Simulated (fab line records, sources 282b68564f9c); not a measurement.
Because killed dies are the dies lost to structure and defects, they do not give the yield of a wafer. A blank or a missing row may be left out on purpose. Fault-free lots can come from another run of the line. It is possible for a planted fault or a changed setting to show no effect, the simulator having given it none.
Which tool did it? ; flow rit-cmos ; Sampling: 14 lots, 42 wafers, 2 of 202 route steps

== WHAT THE GAUGES SHOWED, per wafer ==
RIT_ACTIVE_THK_MEAS_04. Usual: ACTIVE_NITRIDE_THK gives 149.2 nm (standard deviation 1.6).
lot;measured;on;ACTIVE_NITRIDE_THK (nm);flag
L949;day 1 13:32;film-metro-01;150.7 149.9 150.0;
L951;day 1 23:32;film-metro-04;148.0 147.2 147.2;
L952;day 2 04:43;film-metro-01;229.4 228.5 229.9 229.3 228.4 230.0;OFF
L954;day 2 14:59;film-metro-01;233.2 232.6 231.4 233.1 232.7 231.6;OFF
L955;day 2 19:32;film-metro-04;151.9 148.9 150.6;
L963;day 4 11:32;film-metro-01;147.9 147.4 147.1;
L965;day 4 21:32;film-metro-01;146.8 148.1 146.1;
L966;day 5 02:32;film-metro-02;148.3 148.4 147.8;
L967;day 5 07:32;film-metro-04;150.0 151.0 150.6;
L968;day 5 13:14;film-metro-01;152.3 151.3 152.2;
L969;day 5 17:32;film-metro-02;148.6 148.8 148.7;
L970;day 5 22:32;film-metro-04;150.3 150.9 149.7;
L971;day 6 03:32;film-metro-04;147.7 150.2 148.9;
L972;day 6 08:32;film-metro-02;149.5 151.3 149.3;

== WHAT TOOL EACH LOT RAN ON (gives the tool, then ch and the chambers of the sampled wafers, and finally the start) ==
lot;RIT_ACTIVE_CVD_03
L949;lpcvd-01 ch 0, day 1 12:07
L951;lpcvd-01 ch 1, day 1 22:07
L952;lpcvd-01 ch 1, day 2 03:18
L954;lpcvd-01 ch 1, day 2 13:33
L955;lpcvd-02 ch 1, day 2 18:07
L963;lpcvd-02 ch 0, day 4 10:07
L965;lpcvd-02 ch 0, day 4 20:07
L966;lpcvd-02 ch 0, day 5 01:07
L967;lpcvd-02 ch 0, day 5 06:07
L968;lpcvd-01 ch 1, day 5 11:07
L969;lpcvd-02 ch 0, day 5 16:07
L970;lpcvd-01 ch 0, day 5 21:07
L971;lpcvd-02 ch 1, day 6 02:07
L972;lpcvd-01 ch 1, day 6 07:07
- RIT_ACTIVE_CVD_03: deposits Si3N4 from SiH2Cl2/NH3, target thk 150 nm, time 1500 s.

== AS READ BY THE TOOLS THEMSELVES (means over the sampled wafers that have a number; for cases with no such wafer, the mark the record gives instead) ==
RIT_ACTIVE_CVD_03. Usual: 831.4 C for spike-tc-source-C, sd 1.6.
lot;tool;spike-tc-source-C (C);flag
L949;lpcvd-01;832.3;
L951;lpcvd-01;832.9;
L952;lpcvd-01;832.8;
L954;lpcvd-01;833.0;
L955;lpcvd-02;829.3;
L963;lpcvd-02;830.8;
L965;lpcvd-02;830.1;
L966;lpcvd-02;829.4;
L967;lpcvd-02;830.3;
L968;lpcvd-01;833.4;
L969;lpcvd-02;830.2;
L970;lpcvd-01;831.2;
L971;lpcvd-02;829.2;
L972;lpcvd-01;832.4;

== THE ANSWER, worked out from the rows above alone ==
Rule: a lot is off if the mean of its wafers that have a number lies more than 3 standard deviations from the usual mean. A lot without any number at a reading at which 4 lots or more have one is off too. All remaining lots with rows at the step are treated as sound. Order of review: gauges by route order, followed by the tools' own readings, for which a lot's mean as printed above is used. The first step at which some lot is off is used, and at that step the reading that is off furthest; a lot without a number counts as furthest.
Off: L952, L954, seen at RIT_ACTIVE_THK_MEAS_04 (ACTIVE_NITRIDE_THK).
If a tool, at a process step before that reading, ran all the lots that are off and no sound lot after the first of them, it fits. Those tools and the gauges at RIT_ACTIVE_THK_MEAS_04 are tried in the same way. No candidate that was tried fits.

== WHAT THE SIMULATOR HAD INSERTED ==
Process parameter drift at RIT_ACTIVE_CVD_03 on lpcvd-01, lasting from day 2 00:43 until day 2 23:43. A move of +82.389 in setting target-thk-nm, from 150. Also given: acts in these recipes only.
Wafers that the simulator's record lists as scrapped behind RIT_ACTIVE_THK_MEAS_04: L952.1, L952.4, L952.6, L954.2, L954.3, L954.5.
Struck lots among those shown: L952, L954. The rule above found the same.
